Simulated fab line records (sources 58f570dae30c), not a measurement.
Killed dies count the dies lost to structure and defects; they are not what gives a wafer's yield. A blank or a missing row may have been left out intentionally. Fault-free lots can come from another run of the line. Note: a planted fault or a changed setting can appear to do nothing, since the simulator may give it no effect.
8D (eight disciplines) problem report, filled in by code :: flow berkeleyCmos170 :: the parts of the form that need people (team, actions taken, sign-off) are left out

1. PROBLEM STATEMENT
At UCB170_V2_CD_MEAS_12, cdNm averages 742.8 nm over 4 wafers from 2 lots, while fault-free wafers read 700.1 nm, standard deviation 1.6. That is +27 standard deviations from the usual mean.
The step: target cd 700 nm.
First observed at day 11 00:29: wafer L894.1, on cdSem-01. The record has a number at this step for 40 wafers belonging to 14 lots. Rule for "out", or "out of limits": more than 4 standard deviations from the usual mean. The rest of the wafers with a number are treated as sound.

2. WHAT IT IS, WHAT IT ISN'T
question: which readings at this step
is: cdNm
is not: -

question: which lots
is: L893, L894
is not: L881, L882, L883, L884, L886, L888, L889, L890, L897, L898, L899, L901

question: which wafers of those lots
is: all that have a number
is not: -

question: read on which gauges
is: cdSem-01
is not: cdSem-02

question: when
is: from day 11 00:29
is not: up to then (24 sound wafers); but 12 sound wafers of L897, L898, L899, L901 came after

3. SUSPECTS, AND WHAT RULES EACH OUT
Counting: a tool at a process step up to the reading stays a suspect if it ran every lot that is out and no sound lot after the first of them.
- ruled out: the gauge at UCB170_V2_CD_MEAS_12. All the wafers that are out were read on cdSem-01, but those of them that UCB170_V2_EXPOSE_09 has rows for are out there too, on other tools.
- krfScanner-01 at UCB170_V2_EXPOSE_09 (exposes mask VIA2, target cd 700 nm): kept. It processed each lot that is out, first L894 at day 11 00:03, and no sound lot thereafter; up to then, the last sound lot it processed was L889 at day 9 18:50. Out on those wafers are its own readings of exposureDoseMJCm2.
Remaining after the count: krfScanner-01 at UCB170_V2_EXPOSE_09.

4. THE CAUSE (what the simulator had put in)
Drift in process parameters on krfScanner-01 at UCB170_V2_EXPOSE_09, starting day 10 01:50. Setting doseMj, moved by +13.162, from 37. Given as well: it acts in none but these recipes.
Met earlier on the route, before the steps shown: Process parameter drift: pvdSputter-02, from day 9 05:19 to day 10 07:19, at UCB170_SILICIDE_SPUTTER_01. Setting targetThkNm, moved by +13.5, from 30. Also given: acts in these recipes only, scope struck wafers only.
After counting, this tool was the only one left.

5. THE EFFECT CHAIN, in route order
Each row: a reading whose mean over the struck wafers that have a number lies more than 3 standard deviations from the usual. Readings are gone through only where the record gives a usual standard deviation; hours: the median, over the lots, of the time from a lot's start at the first step in this table giving one to that lot's start at this step; sigmas: the change measured in usual standard deviations.
hours: 0
step: UCB170_V2_EXPOSE_09
reading: exposureDoseMJCm2
usual: 36.99
on struck wafers: 47.29
change: +10.30
sigmas: +99 or more

hours: 0
step: UCB170_V2_CD_MEAS_12
reading: cdNm
usual: 700.1 nm
on struck wafers: 742.8
change: +42.6
sigmas: +27
Its process steps:
- UCB170_V2_EXPOSE_09: exposes mask VIA2, target cd 700 nm.
At these later measuring or inspecting steps, every struck wafer for which the step has a row has a number for every such reading, and none has moved that far: UCB170_M3_CD_MEAS_90.

6. WHAT WOULD HAVE CAUGHT IT SOONER
Counted from the fault's start at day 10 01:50, it took 23 hours until the first out-of-limits reading at a measuring or inspecting step in this record, taken at day 11 00:29.
At UCB170_V2_EXPOSE_09, the tool's own readings (exposureDoseMJCm2) were out on each struck wafer the step has a row for, so an alarm limit on them would have fired on the first such wafer.
L893, from the lots that are out (2), started UCB170_V2_EXPOSE_09 on krfScanner-01 later than day 11 00:29. Putting the tool on hold at that point would have spared it.
